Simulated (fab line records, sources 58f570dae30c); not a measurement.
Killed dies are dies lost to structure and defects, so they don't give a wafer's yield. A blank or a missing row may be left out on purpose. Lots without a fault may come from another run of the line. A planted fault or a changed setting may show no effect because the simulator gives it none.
Chamber matching | flow berkeley_cmos170 | UCB170_M3_STRIP_08 on wet_bench-03: 3 sister chambers
The step strips KrF in DMSO, time 600 s. 6 wafers are shown with their chamber, then 4 later ones without.

WAFERS WITH THEIR CHAMBER
wafer  | chamber | bath_guard_temp_C (C)
L284.4 | 3       | 79.9
L284.5 | 3       | 79.7
L287.2 | 1       | 80.3
L287.3 | 1       | 80.3
L295.2 | 0       | 80.5
L295.4 | 0       | 80.0

WAFERS WITHOUT THEIR CHAMBER
wafer  | bath_guard_temp_C (C)
L295.6 | 80.5
L306.1 | 80.3
L306.2 | 80.3
L306.4 | 80.2

WHICH CHAMBER EACH WENT THROUGH
wafer  | from the rows above          | in truth
L295.6 | can't be placed: 1 or 0      | 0
L306.1 | can't be placed: 1 or 0      | 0
L306.2 | can't be placed: 1 or 0      | 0
L306.4 | can't be placed: 0 or 1 or 3 | 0
Placed correctly: 0 of 4. Can't be placed from these rows: 4 (the true chamber is among the candidates in 4). Placed wrongly: 0.
How it was worked out, from the rows above alone: a wafer's distance from a chamber is the root of the sum, over the readings, of the square of ((its reading less the chamber's mean) divided by the reading's scatter). The wafer belongs to the nearest chamber; if the next one is less than 2 further off, it can't be placed. A chamber's mean is the mean of its shown wafers. The scatter: the root of (the sum of the squares of (reading less its chamber's mean) over the shown wafers, divided by (wafers less chambers)).
